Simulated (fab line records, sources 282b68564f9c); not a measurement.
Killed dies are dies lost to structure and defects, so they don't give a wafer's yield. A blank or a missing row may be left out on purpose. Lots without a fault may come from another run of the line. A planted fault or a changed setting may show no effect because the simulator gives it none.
Tool commonality check | flow rit_cmos | 12 lots, 36 wafers sampled

WHY IT WAS OPENED
At RIT_PWELL_OVL_MEAS_06 the reading PWELL_OVL is flagged on 3 of 12 lots. Wafers without a fault read 0.5 nm, standard deviation 1.3.
Rule: a lot is flagged when every wafer of it that has a number lies more than 4 standard deviations from that mean, or none has a number. The other lots count as sound.

lot  | measured    | on         | PWELL_OVL (nm), wafer by wafer | flag
L374 | day 1 21:56 | overlay-01 | 0.6 0.6 -0.9                   |
L375 | day 2 03:29 | overlay-01 | 2.5 1.2 1.6                    |
L376 | day 2 08:44 | overlay-01 | -1.6 -1.3 0.8                  |
L377 | day 2 13:07 | overlay-01 | 419.6 419.0 418.2              | FLAGGED
L378 | day 2 18:25 | overlay-01 | 1.2 0.2 0.3                    |
L380 | day 3 03:52 | overlay-01 | 419.0 420.8 419.1              | FLAGGED
L384 | day 4 01:29 | overlay-01 | 420.0 417.9 419.3              | FLAGGED
L386 | day 4 11:03 | overlay-02 | 2.0 2.2 1.1                    |
L388 | day 4 21:37 | overlay-01 | 1.9 1.1 0.0                    |
L392 | day 5 20:32 | overlay-01 | 2.9 1.9 1.7                    |
L393 | day 6 03:26 | overlay-01 | -1.5 -1.0 0.3                  |
L396 | day 6 15:48 | overlay-01 | 3.0 0.6 2.7                    |
The numbers of the flagged lots are 419.2 nm on average: +418.7 nm against the usual, or +99 or more standard deviations.

WHICH TOOL RAN EACH LOT
The record holds 1 process step before the reading, out of a route of 202 steps. In each cell: the tool, then ch and the chambers that the sampled wafers went through, then the start.
lot  | flag    | RIT_PWELL_EXPOSE_03
L374 |         | iline_stepper-02 ch 0, day 1 21:29
L375 |         | iline_stepper-01 ch 0, day 2 03:04
L376 |         | iline_stepper-02 ch 0, day 2 08:19
L377 | FLAGGED | iline_stepper-02 ch 0, day 2 12:41
L378 |         | iline_stepper-01 ch 0, day 2 17:59
L380 | FLAGGED | iline_stepper-02 ch 0, day 3 03:26
L384 | FLAGGED | iline_stepper-02 ch 0, day 4 01:04
L386 |         | iline_stepper-01 ch 0, day 4 10:38
L388 |         | iline_stepper-01 ch 0, day 4 21:11
L392 |         | iline_stepper-01 ch 0, day 5 20:07
L393 |         | iline_stepper-01 ch 0, day 6 03:00
L396 |         | iline_stepper-01 ch 0, day 6 15:23
What these steps do:
- RIT_PWELL_EXPOSE_03: exposes mask M3, target cd 43700 nm.
- RIT_PWELL_OVL_MEAS_06

FLAGGED OVER TOTAL, TOOL BY TOOL (the gauges that took the reading come last)
step                  | tool             | lots run | flagged | share of the flagged lots | sound lots run after its first flagged lot
RIT_PWELL_EXPOSE_03   | iline_stepper-01 | 7        | 0       | none                      | -
RIT_PWELL_EXPOSE_03   | iline_stepper-02 | 5        | 3       | all                       | 0
RIT_PWELL_OVL_MEAS_06 | overlay-01       | 11       | 3       | all                       | 5 (L378,L388,L392,L393,L396)
RIT_PWELL_OVL_MEAS_06 | overlay-02       | 1        | 0       | none                      | -

WHAT THE TABLE ALLOWS
2 rows of the table ran every flagged lot: iline_stepper-02 at RIT_PWELL_EXPOSE_03, overlay-01 at RIT_PWELL_OVL_MEAS_06.
- iline_stepper-02 at RIT_PWELL_EXPOSE_03: 3 of its 5 lots flagged. Its last sound lot is L376 (day 2 08:19), its first flagged lot L377 (day 2 12:41): a fault that began between those two fits.
- overlay-01 at RIT_PWELL_OVL_MEAS_06: 3 of its 11 lots flagged. Sound lots ran on it after the first flagged one (L378, L388, L392, L393, L396), which a lasting fault on the whole tool wouldn't allow.
One tool is left: iline_stepper-02 at RIT_PWELL_EXPOSE_03.

WHAT THE SIMULATOR HAD PUT IN
Scanner matching overlay: iline_stepper-02, from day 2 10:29 on, at RIT_PWELL_EXPOSE_03. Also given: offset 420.
Lots struck among those shown: L377, L380, L384. The rule above found the same.
